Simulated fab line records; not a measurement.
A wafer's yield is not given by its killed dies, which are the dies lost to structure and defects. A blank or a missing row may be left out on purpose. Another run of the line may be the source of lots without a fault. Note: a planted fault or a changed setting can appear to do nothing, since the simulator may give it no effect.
Split-lot trial ; flow berkeley-cmos170 ; 23 wafers read across 5 lots, on a route 331 steps long

== ON THE SPLIT ==
At UCB170_M2_PEB_13, the setting peb-temp-c was moved away from the recipe's 130 C on 7 of the 23 wafers read, by -1.4% to +2.9%. The other wafers ran this setting at the recipe's value.

== FROM THE SPLIT TO THE READING: what the file shows between them, 5 steps ==
- UCB170_M2_DEVELOP_14: develop time 45 s
- UCB170_M2_CD_MEAS_15: target cd 700 nm
- UCB170_M2_ETCH_17: etches BARC in N2/H2
- UCB170_M2_METAL_ETCH_18: etches Al in Cl2/BCl3, stops on SiO2, target depth 1170 nm, time 195 s
- UCB170_M2_STRIP_19: strips in O2

== THE READING ==
Shown in nm: cd-nm at UCB170_M2_CD_MEAS_90, with target cd 700 nm. A value of 700.0 nm with a standard deviation of 2.4 nm is what fault-free wafers of this fab line usually give.

wafer;tool, chamber at the split;peb-temp-c as run, C;against the recipe;cd-nm, nm;against lot-mates on the recipe
L078.1;litho-track-01, 0;130;recipe;700.6;-
L078.3;litho-track-01, 0;133.8;+2.9%;680.6;-19.4
L078.4;litho-track-01, 0;133.8;+2.9%;680.6;-19.4
L078.5;litho-track-01, 0;130;recipe;701.2;-
L078.6;litho-track-01, 0;130;recipe;698.3;-
L075.1;litho-track-04, 0;130;recipe;699.2;-
L075.3;litho-track-04, 0;130;recipe;699.7;-
L075.6;litho-track-04, 0;130;recipe;702.9;-
L081.1;litho-track-02, 0;130;recipe;703.2;-
L081.3;litho-track-02, 0;130;recipe;705.0;-
L081.4;litho-track-02, 0;130;recipe;701.1;-
L081.5;litho-track-02, 0;130;recipe;701.2;-
L081.6;litho-track-02, 0;130;recipe;703.4;-
L080.1;litho-track-01, 0;130;recipe;694.9;-
L080.2;litho-track-01, 0;130;recipe;695.1;-
L080.3;litho-track-01, 0;128.5;-1.2%;707.0;+11.8
L080.4;litho-track-01, 0;130;recipe;695.7;-
L080.6;litho-track-01, 0;128.5;-1.2%;703.5;+8.3
L084.1;litho-track-01, 0;130;recipe;700.3;-
L084.2;litho-track-01, 0;128.2;-1.4%;712.4;+12.1
L084.3;litho-track-01, 0;130;recipe;700.2;-
L084.4;litho-track-01, 0;128.2;-1.4%;715.5;+15.2
L084.6;litho-track-01, 0;128.2;-1.4%;716.6;+16.4

THE FIT
A straight line over all 23 wafers: cd-nm changes by -7.32 nm for each +1% of peb-temp-c; r = -0.92; the points scatter about the line by 3.3 nm.
The same after taking each lot's own level away (the mean of its wafers on the recipe; 23 wafers): -7.72 nm for each +1%; r = -0.97; scatter 2.1 nm.
On that fit, the largest move of peb-temp-c shifts the reading by 23 nm.
Measured against the standard deviation above, the lots' own levels, which go from 695.23 to 702.78 nm, span 3.1 times it.
Hence the lot-to-lot level has little effect on the slope; both slopes agree.
Check: -23.1 nm against its lot-mates is what the line predicts for one of the wafers moved furthest among these (+2.9%) when that wafer is left out of the fit. It came out at -19.4 nm against them.

== OTHER SPLITS ON THESE WAFERS ==
These wafers also went through other splits before the reading. Each is held against what the fit with the lots' levels taken away leaves over:
other split on the same wafers;wafers away from the commonest value;r with cd-nm (lot level and that fit taken away)
UCB170_M1_METAL_ETCH_12 bias-w;8;-0.16
UCB170_V1_CVD_00 time-s;8;+0.05

== THE WHOLE CHAIN: every reading that the file lists as answering this split, in the file's order ==
step;what it does;reading;change (the file's fit);r (the file's)
UCB170_M2_CD_MEAS_15;target cd 700 nm;cd-nm;-8.15 nm for each +1% of the setting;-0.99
UCB170_M2_ETCH_17;etches BARC in N2/H2;M2.cd-nm (the simulator's own value, which no gauge read);-8.28 nm for each +1% of the setting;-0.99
UCB170_M2_METAL_ETCH_18;etches Al in Cl2/BCl3, stops on SiO2, target depth 1170 nm, time 195 s;M2.cd-nm (the simulator's own value, which no gauge read);-7.6 nm for each +1% of the setting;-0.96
UCB170_M2_CD_MEAS_90;target cd 700 nm;cd-nm;-7.52 nm for each +1% of the setting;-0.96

== FILE'S OWN FIT ==
cd-nm changes by -7.52 nm for each +1% of peb-temp-c, r = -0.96.
